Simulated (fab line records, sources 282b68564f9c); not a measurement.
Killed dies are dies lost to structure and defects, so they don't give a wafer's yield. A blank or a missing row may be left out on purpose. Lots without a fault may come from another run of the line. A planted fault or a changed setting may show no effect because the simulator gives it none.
Which tool did it? | flow rit_cmos | 14 lots, 42 wafers sampled, at 2 steps of a route of 202

WHAT THE GAUGES READ, wafer by wafer
RIT_FOX1_THK_MEAS_01. Usual: FOX1_OXIDE_THK 347 nm, standard deviation 6.3.
lot  | measured    | on            | FOX1_OXIDE_THK (nm) | flag
L819 | day 1 17:56 | film_metro-02 | 334 329 332         |
L820 | day 1 22:05 | film_metro-02 | 347 348 349         |
L822 | day 2 09:24 | film_metro-02 | 348 351 352         |
L823 | day 2 12:56 | film_metro-02 | 381 383 383         | OFF
L827 | day 3 08:51 | film_metro-01 | 385 378 380         | OFF
L832 | day 4 10:39 | film_metro-01 | 349 342 345         |
L833 | day 4 15:41 | film_metro-04 | 338 334 336         |
L834 | day 4 19:56 | film_metro-01 | 341 340 343         |
L835 | day 5 01:33 | film_metro-01 | 347 339 341         |
L838 | day 5 16:11 | film_metro-01 | 353 353 357         |
L839 | day 5 21:50 | film_metro-01 | 363 358 357         |
L840 | day 6 03:10 | film_metro-01 | 351 341 348         |
L841 | day 6 07:33 | film_metro-01 | 360 353 352         |
L842 | day 6 11:52 | film_metro-02 | 344 345 342         |

WHICH TOOL RAN EACH LOT (tool, then ch and the chambers of the sampled wafers, then the start)
lot  | RIT_FOX1_OXIDATION_00
L819 | furnace-02 ch 0, day 1 16:35
L820 | furnace-02 ch 0, day 1 20:46
L822 | furnace-01 ch 0, day 2 08:03
L823 | furnace-02 ch 0, day 2 11:35
L827 | furnace-02 ch 0, day 3 07:32
L832 | furnace-03 ch 0, day 4 09:20
L833 | furnace-01 ch 0, day 4 14:21
L834 | furnace-01 ch 0, day 4 18:38
L835 | furnace-01 ch 0, day 5 00:14
L838 | furnace-01 ch 0, day 5 14:52
L839 | furnace-02 ch 0, day 5 20:31
L840 | furnace-02 ch 0, day 6 01:51
L841 | furnace-01 ch 0, day 6 06:13
L842 | furnace-03 ch 0, day 6 10:32
- RIT_FOX1_OXIDATION_00: target thk 350.7 nm, ox time 1130 s.

WHAT THE TOOLS THEMSELVES READ (means of the sampled wafers that have a number; where no wafer has one, the mark that the record gives instead)
RIT_FOX1_OXIDATION_00. Usual: ox_temp_c 1100.0 C, standard deviation 0.44; ox_temp_c_max 1104.2, standard deviation 1.4.
lot  | tool       | ox_temp_c (C) | ox_temp_c_max | flag
L819 | furnace-02 | 1100.3        | 1103.3        |
L820 | furnace-02 | 1099.7        | 1102.5        |
L822 | furnace-01 | 1099.9        | 1106.0        |
L823 | furnace-02 | 1100.0        | 1103.0        |
L827 | furnace-02 | 1100.2        | 1103.5        |
L832 | furnace-03 | 1100.1        | 1103.2        |
L833 | furnace-01 | 1100.4        | 1105.5        |
L834 | furnace-01 | 1100.5        | 1106.4        |
L835 | furnace-01 | 1099.7        | 1104.8        |
L838 | furnace-01 | 1100.2        | 1105.6        |
L839 | furnace-02 | 1099.6        | 1102.2        |
L840 | furnace-02 | 1099.5        | 1102.5        |
L841 | furnace-01 | 1100.8        | 1106.0        |
L842 | furnace-03 | 1099.9        | 1103.3        |

THE ANSWER, worked out from the rows above alone
Rule: a lot is off if the mean of its wafers that have a number lies more than 3 standard deviations from the usual mean. A lot without any number at a reading at which 4 lots or more have one is off too. The other lots that the step has rows for count as sound. The gauges are gone through in route order, then the tools' own readings, and for those a lot's mean is taken as printed above. The first step at which some lot is off is used, and at that step the reading that is off furthest; a lot without a number counts as furthest.
Off: L823, L827, at RIT_FOX1_THK_MEAS_01 (FOX1_OXIDE_THK).
A tool fits if, at a process step before that reading, it ran every lot that is off, and no sound lot after the first of them. The gauges at RIT_FOX1_THK_MEAS_01 are tried like those tools. None of those tried fits.

WHAT THE SIMULATOR HAD PUT IN
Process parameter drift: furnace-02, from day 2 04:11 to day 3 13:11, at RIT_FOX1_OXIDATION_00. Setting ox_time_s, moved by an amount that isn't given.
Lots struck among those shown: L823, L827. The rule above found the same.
